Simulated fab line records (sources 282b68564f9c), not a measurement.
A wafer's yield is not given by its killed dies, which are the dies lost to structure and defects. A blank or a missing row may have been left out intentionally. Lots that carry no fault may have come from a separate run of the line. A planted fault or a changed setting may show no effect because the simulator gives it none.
What tool caused it?    flow rit cmos    13 lots, 39 wafers sampled, at 2 steps of a route of 202

WHAT EACH GAUGE READ, for each wafer
RIT_GATE_THK_MEAS_09.
lot   measured     on             GATE_POLY_THK (nm)
L334  day 2 16:34  film metro-01  247.2 247.4 249.7
L335  day 2 17:04  film metro-03  250.7 249.7 250.4
L337  day 3 04:31  film metro-01  251.3 248.4 250.5
L340  day 3 20:05  film metro-03  358.1 354.7 358.5
L342  day 4 07:07  film metro-02  248.9 247.0 247.1
L348  day 5 15:46  film metro-01  247.5 247.7 247.8
L350  day 5 21:36  film metro-03  248.6 248.1 249.1
L351  day 6 06:54  film metro-02  249.3 249.7 247.1
L352  day 6 09:29  film metro-01  252.6 254.3 252.4
L353  day 6 12:20  film metro-01  249.0 247.4 249.1
L354  day 6 19:18  film metro-02  255.9 253.5 255.2
L355  day 7 01:13  film metro-01  247.9 248.7 248.6
L356  day 7 04:32  film metro-01  253.3 254.3 253.1

EACH LOT AND THE TOOL THAT RAN IT (in order: tool; ch and the chambers of the sampled wafers; start)
lot   RIT_GATE_CVD_08
L334  lpcvd-02 ch 0, day 2 14:09
L335  lpcvd-01 ch 1, day 2 15:26
L337  lpcvd-01 ch 1, day 3 02:53
L340  lpcvd-01 ch 0, day 3 18:28
L342  lpcvd-02 ch 1, day 4 04:41
L348  lpcvd-02 ch 1, day 5 13:20
L350  lpcvd-02 ch 1, day 5 19:10
L351  lpcvd-02 ch 0, day 6 04:28
L352  lpcvd-01 ch 1, day 6 07:51
L353  lpcvd-02 ch 1, day 6 09:53
L354  lpcvd-01 ch 1, day 6 17:41
L355  lpcvd-02 ch 1, day 6 23:35
L356  lpcvd-01 ch 0, day 7 02:55
- RIT_GATE_CVD_08: deposits poly-Si from SiH4, target thk 250 nm, time 2220 s.

AS READ BY THE TOOLS THEMSELVES (means over the sampled wafers that have a number; for cases with no such wafer, the mark the record gives instead)
RIT_GATE_CVD_08.
lot   tool      spike tc centre C (C)  spike tc load C (C)  spike tc source C (C)  susceptor temp C (C)
L334  lpcvd-02  613.3                  638                  631.9                  610.37
L335  lpcvd-01  613.3                  629                  631.0                  609.79
L337  lpcvd-01  613.3                  631                  633.1                  609.79
L340  lpcvd-01  626.2                  649                  644.8                  625.24
L342  lpcvd-02  613.4                  630                  635.2                  610.38
L348  lpcvd-02  613.2                  630                  634.3                  610.13
L350  lpcvd-02  612.9                  631                  634.7                  610.13
L351  lpcvd-02  612.6                  639                  631.6                  610.08
L352  lpcvd-01  613.8                  630                  631.9                  610.49
L353  lpcvd-02  613.0                  631                  636.2                  610.09
L354  lpcvd-01  613.3                  630                  632.1                  610.02
L355  lpcvd-02  612.6                  630                  634.4                  610.01
L356  lpcvd-01  610.9                  635                  629.1                  609.85

THE ANSWER, worked out from the rows above alone
Rule: what is usual is taken from the lots themselves. Put in order of their means at a reading, lots are off if they are a third of the lots or fewer, leave a main group of 4 or more, and stand apart from it by a gap of 3 or more times the standard deviation of the main group's means; of several such gaps the widest counts. If all means in a main group match to the digits the tables above print for the reading, that group is not used. A lot without any number at a reading at which 4 lots or more have one is off too. Any other lot the step has rows for is counted as sound. Order of review: gauges by route order, followed by the tools' own readings, for which a lot's mean as printed above is used. At the first step where some lot is off, the reading lying furthest off is the one used; lots without a number count as furthest.
Off: L340, at RIT_GATE_THK_MEAS_09 (GATE_POLY_THK). Mean 250.0 nm and standard deviation 2.4 in the main group.
If a tool, at a process step before that reading, ran all the lots that are off and no sound lot after the first of them, it fits. Not tried: the gauges at RIT_GATE_THK_MEAS_09; whatever is off there is also off at RIT_GATE_CVD_08, on other tools, and gauge error can't account for it. Of those tried, none fits.

WHAT THE SIMULATOR HAD PUT IN
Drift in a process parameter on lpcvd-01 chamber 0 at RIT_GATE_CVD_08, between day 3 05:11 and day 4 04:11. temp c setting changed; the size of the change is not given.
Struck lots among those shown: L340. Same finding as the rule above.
